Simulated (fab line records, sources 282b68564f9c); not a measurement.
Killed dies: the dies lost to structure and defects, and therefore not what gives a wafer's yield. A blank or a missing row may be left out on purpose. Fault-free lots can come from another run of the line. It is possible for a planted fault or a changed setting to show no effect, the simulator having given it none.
The tool behind it: which one?    flow rit-cmos    14 lots, 42 wafers sampled, at 2 steps of a route of 202

## WHAT THE GAUGES READ, wafer by wafer
RIT_NWELL_OVL_MEAS_06. Usual: NWELL_OVL typically reads 0.6 nm, with standard deviation 1.4.
lot   measured     on          NWELL_OVL (nm)  flag
L283  day 1 20:24  overlay-02  0.9 0.8 0.5     
L285  day 2 06:20  overlay-01  -1.4 -1.0 -2.1  
L289  day 3 02:28  overlay-02  2.3 2.5 2.7     
L292  day 4 01:27  overlay-02  0.3 1.2 1.5     
L295  day 4 09:15  overlay-01  1.2 1.4 -0.2    
L297  day 4 18:31  overlay-02  -0.8 -2.0 -1.2  
L298  day 5 01:26  overlay-02  1.9 0.7 1.8     
L299  day 5 04:17  overlay-01  2.5 4.0 1.9     
L300  day 5 10:21  overlay-02  2.0 1.7 2.4     
L301  day 5 15:42  overlay-02  0.9 0.3 -0.4    
L302  day 5 21:47  overlay-01  2.2 1.4 1.4     
L304  day 6 06:40  overlay-01  -0.1 -0.5 1.3   
L305  day 6 11:42  overlay-02  1.0 1.8 1.2     
L306  day 6 16:19  overlay-01  1.8 -0.1 1.4    

RIT_NWELL_TW_MEAS_10. Usual: NWELL_TW typically reads 2158, with standard deviation 28.
lot   measured     on             NWELL_TW        flag
L283  day 1 21:01  film-metro-04  2166 2177 2175  
L285  day 2 06:56  film-metro-01  2118 2110 2111  
L289  day 3 03:05  film-metro-01  2123 2125 2119  
L292  day 4 02:04  film-metro-04  2150 2159 2165  
L295  day 4 09:52  film-metro-01  2135 2128 2129  
L297  day 4 19:08  film-metro-04  2157 2163 2155  
L298  day 5 02:08  film-metro-03  2191 2194 2189  
L299  day 5 04:54  film-metro-04  2145 2163 2159  
L300  day 5 10:58  film-metro-04  2157 2165 2159  
L301  day 5 16:19  film-metro-04  2144 2149 2152  
L302  day 5 22:24  film-metro-04  2159 2171 2158  
L304  day 6 07:17  film-metro-03  2191 2198 2192  
L305  day 6 12:19  film-metro-04  2147 2162 2151  
L306  day 6 16:56  film-metro-04  2159 2170 2163  

## TOOL THAT RAN EACH LOT (tool first, then ch and the chambers of the sampled wafers, then the start)
The record holds no process step before these readings.

## AS READ BY THE TOOLS THEMSELVES (means over the sampled wafers that have a number; for cases with no such wafer, the mark the record gives instead)
The record holds no such reading with a usual standard deviation.

## THE ANSWER, worked out from the rows above alone
Rule: lot off if the mean of its wafers having a number is beyond 3 standard deviations from the usual mean. A lot without any number at a reading at which 4 lots or more have one is off too. All remaining lots with rows at the step are treated as sound. Order of review: gauges by route order, followed by the tools' own readings, for which a lot's mean as printed above is used. The first step at which some lot is off is used, and at that step the reading that is off furthest; a lot without a number counts as furthest.
None of the lots is off at any reading shown; this tells nothing.

## WHAT THE SIMULATOR PUT IN
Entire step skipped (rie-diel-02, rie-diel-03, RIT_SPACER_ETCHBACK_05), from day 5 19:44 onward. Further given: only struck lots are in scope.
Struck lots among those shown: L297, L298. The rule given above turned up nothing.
